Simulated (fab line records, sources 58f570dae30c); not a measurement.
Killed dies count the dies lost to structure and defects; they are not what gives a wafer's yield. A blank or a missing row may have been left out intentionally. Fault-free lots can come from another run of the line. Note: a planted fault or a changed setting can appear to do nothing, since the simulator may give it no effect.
Which tool is to blame?    flow berkeley-cmos170    Sampling: 13 lots, 39 wafers, 6 of 331 route steps

WHAT THE GAUGES READ, wafer by wafer
UCB170_SILICIDE_RS_MEAS_02: measures by four-point-probe. Usual: for SILICIDE_TI_RS the level is 26.2 ohm/sq and the standard deviation is 0.39.
lot   measured      on             SILICIDE_TI_RS (ohm/sq)  flag
L131  day 7 04:56   film-metro-01  25.8 25.8 26.2           
L132  day 7 05:15   film-metro-01  26.3 26.2 26.1           
L136  day 7 23:55   film-metro-01  26.0 25.9 26.6           
L135  day 8 00:34   film-metro-01  25.5 26.0 26.0           
L140  day 8 09:59   film-metro-04  26.7 26.0 25.9           
L142  day 8 17:52   film-metro-01  26.4 26.3 26.2           
L141  day 8 18:13   film-metro-02  26.4 26.6 26.4           
L143  day 9 11:03   film-metro-02  25.5 25.4 26.0           
L146  day 9 17:38   film-metro-04  25.7 26.5 26.8           
L144  day 9 18:00   film-metro-04  26.5 26.2 26.2           
L145  day 9 18:14   film-metro-04  26.0 26.0 26.3           
L147  day 9 18:23   film-metro-02  32.9 26.6 26.2           OFF
L148  day 10 23:19  film-metro-01  27.1 26.2 26.9           

UCB170_SILICIDE_THK_MEAS_03: measures by xrf. Usual: for SILICIDE_TI_THK the level is 30.3 nm and the standard deviation is 0.4.
lot   measured      on             SILICIDE_TI_THK (nm)  flag
L131  day 7 05:02   film-metro-01  30.5 30.6 30.3        
L132  day 7 05:21   film-metro-01  30.1 30.0 30.2        
L136  day 8 00:01   film-metro-01  30.5 30.5 30.1        
L135  day 8 00:40   film-metro-01  31.1 30.7 30.5        
L140  day 8 10:05   film-metro-04  29.6 30.2 30.4        
L142  day 8 17:59   film-metro-01  30.1 30.1 30.2        
L141  day 8 18:19   film-metro-02  30.2 30.0 30.0        
L143  day 9 11:09   film-metro-02  31.2 31.4 30.8        
L146  day 9 17:44   film-metro-04  30.8 29.8 29.7        
L144  day 9 18:06   film-metro-04  30.0 30.2 30.2        
L145  day 9 18:21   film-metro-04  30.3 30.5 30.2        
L147  day 9 18:31   film-metro-02  25.1 30.0 30.5        OFF
L148  day 10 23:26  film-metro-01  29.3 30.2 29.5        

UCB170_CONTACT_THK_MEAS_02. Usual: for CONTACT_PSG_THK the level is 695 nm and the standard deviation is 8.5.
lot   measured      on             CONTACT_PSG_THK (nm)  flag
L131  day 7 07:09   film-metro-04  718 713 716           
L132  day 7 08:57   film-metro-04  690 692 701           
L136  day 8 02:30   film-metro-02  708 700 699           
L135  day 8 03:35   film-metro-02  688 691 690           
L140  day 8 12:12   film-metro-04  693 691 700           
L142  day 8 20:07   film-metro-02  685 684 689           
L141  day 8 21:27   film-metro-03  700 696 693           
L143  day 9 14:09   film-metro-04  690 687 691           
L146  day 9 22:56   film-metro-02  695 694 695           
L144  day 9 22:57   film-metro-03  691 691 690           
L145  day 9 22:58   film-metro-04  686 684 682           
L147  day 9 22:59   film-metro-02  686 683 683           
L148  day 11 03:02  film-metro-02  693 687 687           

UCB170_M1_OVL_MEAS_10. Usual: for M1_OVL the level is -3 nm and the standard deviation is 5.9.
lot   measured      on          M1_OVL (nm)  flag
L131  day 7 14:35   overlay-02  2 -1 -7      
L132  day 7 17:39   overlay-01  1 1 -2       
L136  day 8 07:40   overlay-02  4 10 5       
L135  day 8 08:53   overlay-01  -2 -3 -8     
L140  day 8 19:21   overlay-02  -7 -4 0      
L142  day 9 02:13   overlay-01  -13 -1 -1    
L141  day 9 03:40   overlay-02  0 -2 -6      
L143  day 9 18:25   overlay-02  3 0 3        
L146  day 10 03:20  overlay-02  -9 -15 -11   
L144  day 10 03:37  overlay-01  -7 -5 -3     
L145  day 10 03:43  overlay-02  3 0 -2       
L147  day 10 03:54  overlay-01  0 -5 4       
L148  day 11 07:28  overlay-01  -10 -13 -12  

EACH LOT AND THE TOOL THAT RAN IT (in order: tool; ch and the chambers of the sampled wafers; start)
lot   UCB170_SILICIDE_SPUTTER_01    UCB170_CONTACT_ETCH_18
L131  pvd-sputter-02, day 7 04:53   rie-diel-02 ch 0,2, day 7 14:35 or earlier
L132  pvd-sputter-04, day 7 05:11   rie-diel-03 ch 0,1, day 7 17:39 or earlier
L136  pvd-sputter-04, day 7 23:50   rie-diel-04 ch 0,1, day 8 07:40 or earlier
L135  pvd-sputter-02, day 8 00:29   rie-diel-04 ch 0,1,3, day 8 08:53 or earlier
L140  pvd-sputter-04, day 8 09:55   rie-diel-04 ch 0,1, day 8 19:21 or earlier
L142  pvd-sputter-02, day 8 17:49   rie-diel-03 ch 0,1,2, day 9 02:13 or earlier
L141  pvd-sputter-01, day 8 18:08   rie-diel-03 ch 1,2, day 9 03:40 or earlier
L143  pvd-sputter-04, day 9 10:59   rie-diel-02 ch 0,1, day 9 18:25 or earlier
L146  pvd-sputter-04, day 9 17:35   rie-diel-02 ch 1,2,3, day 10 03:20 or earlier
L144  pvd-sputter-01, day 9 17:56   rie-diel-03 ch 0,1, day 10 03:37 or earlier
L145  pvd-sputter-02, day 9 18:12   rie-diel-04 ch 0,1,3, day 10 03:43 or earlier
L147  pvd-sputter-04, day 9 18:22   rie-diel-02 ch 0,1,3, day 10 03:54 or earlier
L148  pvd-sputter-02, day 10 23:16  rie-diel-03 ch 0,2,3, day 11 07:28 or earlier
- UCB170_SILICIDE_SPUTTER_01: material Ti, target thk 30 nm, time 25 s.
- UCB170_CONTACT_ETCH_18: etches PSG in CHF3/CF4/Ar, stops on TiSi2, target depth 840 nm, time 195 s.

WHAT THE TOOLS THEMSELVES READ (means of the sampled wafers that have a number; where no wafer has one, the mark that the record gives instead)
UCB170_SILICIDE_SPUTTER_01. Usual: throttle-valve-pct at 30.2 %, with a standard deviation of 1.1.
lot   tool            throttle-valve-pct (%)  flag
L131  pvd-sputter-02  30.0                    
L132  pvd-sputter-04  29.7                    
L136  pvd-sputter-04  29.8                    
L135  pvd-sputter-02  29.7                    
L140  pvd-sputter-04  29.7                    
L142  pvd-sputter-02  30.6                    
L141  pvd-sputter-01  30.9                    
L143  pvd-sputter-04  30.0                    
L146  pvd-sputter-04  30.2                    
L144  pvd-sputter-01  31.7                    
L145  pvd-sputter-02  29.5                    
L147  pvd-sputter-04  29.8                    
L148  pvd-sputter-02  30.6                    

UCB170_CONTACT_ETCH_18. Usual: drypump-motor-current-A 5.7 A, standard deviation 0.47; oes-product-au 0.891 a.u., standard deviation 0.017; throttle-valve-pct 6.98 %, standard deviation 0.14.
lot   tool         drypump-motor-current-A (A)  oes-product-au (a.u.)  throttle-valve-pct (%)  flag
L131  rie-diel-02  5.7                          0.921                  6.97                    
L132  rie-diel-03  6.1                          0.901                  6.82                    
L136  rie-diel-04  5.5                          0.900                  6.93                    
L135  rie-diel-04  5.6                          0.890                  7.02                    
L140  rie-diel-04  5.5                          0.896                  6.93                    
L142  rie-diel-03  5.8                          0.886                  6.95                    
L141  rie-diel-03  5.5                          0.898                  7.07                    
L143  rie-diel-02  5.9                          0.871                  7.02                    
L146  rie-diel-02  5.5                          0.885                  6.98                    
L144  rie-diel-03  5.6                          0.905                  6.83                    
L145  rie-diel-04  5.6                          0.883                  7.02                    
L147  rie-diel-02  5.7                          0.863                  7.04                    
L148  rie-diel-03  6.0                          0.886                  6.99                    

THE ANSWER, worked out from the rows above alone
Rule: lot off if the mean of its wafers having a number is beyond 3 standard deviations from the usual mean. Also off: a lot with no number at a reading for which 4 or more lots have one. Where the step has rows for the other lots, those lots are counted as sound. Order of review: gauges by route order, followed by the tools' own readings, for which a lot's mean as printed above is used. At the first step where some lot is off, the reading lying furthest off is the one used; lots without a number count as furthest.
Off: at UCB170_SILICIDE_RS_MEAS_02 (SILICIDE_TI_RS), L147.
A tool fits if, at a process step before that reading, it ran every lot that is off, and no sound lot after the first of them. The gauges at UCB170_SILICIDE_RS_MEAS_02 are tried like those tools. Can't be told from this: 2 tools fit, pvd-sputter-04 at UCB170_SILICIDE_SPUTTER_01, film-metro-02 at UCB170_SILICIDE_RS_MEAS_02.

WHAT THE SIMULATOR PUT IN
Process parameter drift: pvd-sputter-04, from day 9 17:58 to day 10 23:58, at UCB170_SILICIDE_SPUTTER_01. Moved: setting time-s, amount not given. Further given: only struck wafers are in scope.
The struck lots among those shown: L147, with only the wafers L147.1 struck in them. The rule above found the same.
